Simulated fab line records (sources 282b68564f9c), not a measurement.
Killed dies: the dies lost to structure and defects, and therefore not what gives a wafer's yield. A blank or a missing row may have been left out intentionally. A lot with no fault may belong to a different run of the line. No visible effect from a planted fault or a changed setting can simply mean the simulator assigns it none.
What tool caused it? / flow rit cmos / 13 lots, 39 wafers sampled, at 2 steps of a route of 202

== WHAT THE GAUGES SHOWED, per wafer ==
RIT_PLDD_TW_MEAS_10. Usual: PLDD_TW gives 2345 (standard deviation 32).
lot=L177; measured=day 3 01:41; on=film metro-02; PLDD_TW=2379 2388 2393; flag=
lot=L178; measured=day 3 10:29; on=film metro-02; PLDD_TW=2383 2385 2383; flag=
lot=L179; measured=day 3 12:11; on=film metro-02; PLDD_TW=2389 2371 2377; flag=
lot=L180; measured=day 3 19:34; on=film metro-03; PLDD_TW=2323 2320 2336; flag=
lot=L181; measured=day 3 21:17; on=film metro-03; PLDD_TW=2329 2326 2319; flag=
lot=L182; measured=day 4 02:07; on=film metro-02; PLDD_TW=2393 2395 2398; flag=
lot=L183; measured=day 4 05:45; on=film metro-02; PLDD_TW=2386 2395 2398; flag=
lot=L184; measured=day 4 12:18; on=film metro-04; PLDD_TW=2328 2328 2325; flag=
lot=L185; measured=day 4 16:41; on=film metro-02; PLDD_TW=2402 2416 2403; flag=
lot=L186; measured=day 4 21:53; on=film metro-03; PLDD_TW=2318 2318 2321; flag=
lot=L190; measured=day 5 17:41; on=film metro-03; PLDD_TW=30 30 30; flag=OFF
lot=L198; measured=day 7 10:22; on=film metro-04; PLDD_TW=2327 2327 2318; flag=
lot=L199; measured=day 7 13:37; on=film metro-04; PLDD_TW=2323 2338 2340; flag=

== TOOL THAT RAN EACH LOT (tool first, then ch and the chambers of the sampled wafers, then the start) ==
lot=L177; RIT_NLDD_STRIP_09=plasma asher-03 ch 0,1, day 2 23:57
lot=L178; RIT_NLDD_STRIP_09=plasma asher-02 ch 0,1, day 3 08:53
lot=L179; RIT_NLDD_STRIP_09=plasma asher-01 ch 0,1, day 3 10:38
lot=L180; RIT_NLDD_STRIP_09=plasma asher-03 ch 0,1, day 3 17:58
lot=L181; RIT_NLDD_STRIP_09=plasma asher-01 ch 0,1, day 3 19:35
lot=L182; RIT_NLDD_STRIP_09=plasma asher-02 ch 0,1, day 4 00:23
lot=L183; RIT_NLDD_STRIP_09=plasma asher-02 ch 0,1, day 4 04:10
lot=L184; RIT_NLDD_STRIP_09=plasma asher-01 ch 0, day 4 10:42
lot=L185; RIT_NLDD_STRIP_09=plasma asher-01 ch 0,1, day 4 14:58
lot=L186; RIT_NLDD_STRIP_09=plasma asher-02 ch 0,1, day 4 20:17
lot=L190; RIT_NLDD_STRIP_09=plasma asher-03 ch 1, day 5 15:57
lot=L198; RIT_NLDD_STRIP_09=plasma asher-01 ch 0,1, day 7 08:38
lot=L199; RIT_NLDD_STRIP_09=plasma asher-02 ch 0,1, day 7 11:54
- RIT_NLDD_STRIP_09: strips in O2, time 180 s.

== AS READ BY THE TOOLS THEMSELVES (means over the sampled wafers that have a number; for cases with no such wafer, the mark the record gives instead) ==
RIT_NLDD_STRIP_09. Usual: drypump motor current A 5.6 A, standard deviation 0.32; o2 flow sccm 4000 sccm, standard deviation 12; run length s 208.4 s, standard deviation 0.34.
lot=L177; tool=plasma asher-03; drypump motor current A (A)=5.7; o2 flow sccm (sccm)=3999; run length s (s)=208.0; flag=
lot=L178; tool=plasma asher-02; drypump motor current A (A)=5.4; o2 flow sccm (sccm)=3997; run length s (s)=208.5; flag=
lot=L179; tool=plasma asher-01; drypump motor current A (A)=5.7; o2 flow sccm (sccm)=4014; run length s (s)=208.6; flag=
lot=L180; tool=plasma asher-03; drypump motor current A (A)=5.7; o2 flow sccm (sccm)=3994; run length s (s)=207.9; flag=
lot=L181; tool=plasma asher-01; drypump motor current A (A)=5.9; o2 flow sccm (sccm)=4000; run length s (s)=208.4; flag=
lot=L182; tool=plasma asher-02; drypump motor current A (A)=5.6; o2 flow sccm (sccm)=3996; run length s (s)=208.7; flag=
lot=L183; tool=plasma asher-02; drypump motor current A (A)=5.6; o2 flow sccm (sccm)=3998; run length s (s)=208.4; flag=
lot=L184; tool=plasma asher-01; drypump motor current A (A)=5.4; o2 flow sccm (sccm)=3992; run length s (s)=208.3; flag=
lot=L185; tool=plasma asher-01; drypump motor current A (A)=5.9; o2 flow sccm (sccm)=3986; run length s (s)=208.4; flag=
lot=L186; tool=plasma asher-02; drypump motor current A (A)=5.5; o2 flow sccm (sccm)=4006; run length s (s)=208.6; flag=
lot=L190; tool=plasma asher-03; drypump motor current A (A)=5.4; o2 flow sccm (sccm)=4003; run length s (s)=72.2; flag=OFF
lot=L198; tool=plasma asher-01; drypump motor current A (A)=5.7; o2 flow sccm (sccm)=4005; run length s (s)=208.5; flag=
lot=L199; tool=plasma asher-02; drypump motor current A (A)=5.4; o2 flow sccm (sccm)=4002; run length s (s)=208.9; flag=

== THE ANSWER, worked out from the rows above alone ==
Rule: take the mean of a lot's wafers that have a number; if it is more than 3 standard deviations from the usual mean, the lot is off. A lot without any number at a reading at which 4 lots or more have one is off too. Any other lot the step has rows for is counted as sound. First the gauges in route order, then the tools' own readings, where a lot's mean is used as printed above. At the first step where some lot is off, the reading lying furthest off is the one used; lots without a number count as furthest.
Off: L190, at RIT_PLDD_TW_MEAS_10 (PLDD_TW).
A tool fits if, at a process step before that reading, it ran every lot that is off, and no sound lot after the first of them. The gauges at RIT_PLDD_TW_MEAS_10 aren't tried: what is off there is off at RIT_NLDD_STRIP_09 too, on other tools, and a gauge's error can't cause that. One fits: RIT_NLDD_STRIP_09 on plasma asher-03. A fault onset in the window from L180 (day 3 17:58, its last sound lot) to L190 (day 5 15:57, its first lot off) fits.
The tool's own readings at RIT_NLDD_STRIP_09 bear it out: on the lots that are off they differ by more than 5 times the standard deviation of the sound lots' means. run length s reads 72.2 s there against 208.4 s on the sound lots.

== WHAT THE SIMULATOR PUT IN ==
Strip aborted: plasma asher-03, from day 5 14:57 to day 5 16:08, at RIT_NLDD_STRIP_09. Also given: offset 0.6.
Shown lots that were struck: L190. The rule given above showed the same thing.
